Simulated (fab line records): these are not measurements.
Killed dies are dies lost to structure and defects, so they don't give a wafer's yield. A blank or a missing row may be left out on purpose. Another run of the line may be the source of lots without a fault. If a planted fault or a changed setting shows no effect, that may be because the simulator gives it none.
Chamber matching	flow berkeley cmos170	UCB170_SPACER_ETCHBACK_03 on rie diel-02 has 4 sister chambers
The step etches SiO2 in CHF3/CF4/Ar, stops on Si, target depth 376 nm, time 100 s. 14 wafers are shown with their chamber, then 7 later ones without.

WAFERS, EACH WITH ITS CHAMBER
wafer	chamber	drypump motor current A (A)	throttle valve pct (%)	oes product au (a.u.)
L622.2	0	5.52	6.64	0.897
L622.4	2	5.73	6.65	0.952
L622.6	3	6.16	6.37	0.910
L627.2	3	6.10	6.37	0.878
L627.3	1	5.58	6.58	0.901
L627.4	0	5.54	6.63	0.876
L630.1	3	6.11	6.36	0.887
L630.3	2	5.77	6.62	0.913
L630.4	0	5.56	6.63	0.902
L628.2	3	6.12	6.39	0.897
L628.5	1	5.59	6.59	0.898
L628.6	0	5.51	6.62	0.909
L632.1	3	6.09	6.36	0.885
L632.2	1	5.61	6.57	0.886

SIGNATURES (means of the wafers above)
reading	chamber 0	chamber 1	chamber 2	chamber 3	scatter within a chamber
drypump motor current A	5.5325	5.5933	5.7500	6.1160	0.0238
throttle valve pct	6.6300	6.5800	6.6350	6.3700	0.012
oes product au	0.89600	0.89500	0.93250	0.89140	0.0145
Rule: for each reading, subtract the chamber's mean from the wafer's reading, divide by that reading's scatter and square the result; add these up over the readings and take the root, which gives the wafer's distance from the chamber. If the next closest chamber is less than 2 further off than the closest, the wafer can't be placed; otherwise it belongs to the closest. The scatter: the root of (the sum of the squares of (reading less its chamber's mean) over the shown wafers, divided by (wafers less chambers)).

WAFERS WITHOUT THEIR CHAMBER
wafer	drypump motor current A (A)	throttle valve pct (%)	oes product au (a.u.)
L632.3	5.53	6.62	0.886
L639.2	5.71	6.63	0.918
L639.3	5.57	6.57	0.906
L639.5	5.73	6.62	0.938
L638.1	5.74	6.64	0.932
L638.2	5.60	6.57	0.897
L638.6	5.74	6.63	0.942

CHAMBER TAKEN BY EACH
wafer	from the rows above	in truth
L632.3	0	0
L639.2	2	2
L639.3	1	1
L639.5	2	2
L638.1	2	2
L638.2	1	1
L638.6	2	2
Correct placement for 7 of the 7. Can't be placed from these rows: 0. Placed wrongly: 0.
